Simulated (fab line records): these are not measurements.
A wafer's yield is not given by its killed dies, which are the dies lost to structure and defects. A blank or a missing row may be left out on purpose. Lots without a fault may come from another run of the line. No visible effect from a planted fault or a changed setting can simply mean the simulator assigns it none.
Chamber matching + flow berkeley_cmos170 + UCB170_SPACER_CVD_00 on pecvd-01 has 3 sister chambers
The step deposits SiO2 from TEOS/O2, target thk 376 nm, time 47 s. 14 wafers are shown with their chamber, then 7 later ones without.

== WAFERS, EACH WITH ITS CHAMBER ==
| wafer  | chamber | heater_power_w (W) |
|--------|---------|--------------------|
| L355.1 | 2       | 224                |
| L355.5 | 2       | 239                |
| L355.6 | 1       | 192                |
| L358.2 | 1       | 196                |
| L358.4 | 2       | 217                |
| L358.5 | 1       | 213                |
| L362.2 | 2       | 263                |
| L362.5 | 2       | 269                |
| L362.6 | 1       | 154                |
| L364.1 | 0       | 331                |
| L364.2 | 2       | 224                |
| L364.6 | 2       | 241                |
| L368.1 | 2       | 236                |
| L368.5 | 0       | 320                |

SIGNATURES (means of the wafers above)
| reading        | chamber 0 | chamber 1 | chamber 2 | scatter within a chamber |
|----------------|-----------|-----------|-----------|--------------------------|
| heater_power_w | 325.50    | 188.75    | 239.12    | 19.9                     |
Rule: a wafer's distance from a chamber is the root of the sum, over the readings, of the square of ((its reading less the chamber's mean) divided by the reading's scatter). The wafer belongs to the nearest chamber; if the next one is less than 2 further off, it can't be placed. The scatter: the root of (the sum of the squares of (reading less its chamber's mean) over the shown wafers, divided by (wafers less chambers)).

== WAFERS WHOSE CHAMBER IS MISSING ==
| wafer  | heater_power_w (W) |
|--------|--------------------|
| L368.6 | 264                |
| L370.1 | 254                |
| L370.3 | 331                |
| L370.4 | 233                |
| L372.2 | 303                |
| L372.3 | 298                |
| L372.6 | 326                |

== WHICH CHAMBER EACH WENT THROUGH ==
| wafer  | from the rows above     | in truth |
|--------|-------------------------|----------|
| L368.6 | can't be placed: 2 or 0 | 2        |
| L370.1 | 2                       | 2        |
| L370.3 | 0                       | 0        |
| L370.4 | can't be placed: 2 or 1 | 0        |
| L372.2 | 0                       | 0        |
| L372.3 | can't be placed: 0 or 2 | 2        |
| L372.6 | 0                       | 0        |
Correct placement for 4 of the 7. These rows do not allow placing 3 (true chamber among the candidates in 2). Wrongly placed: 0.
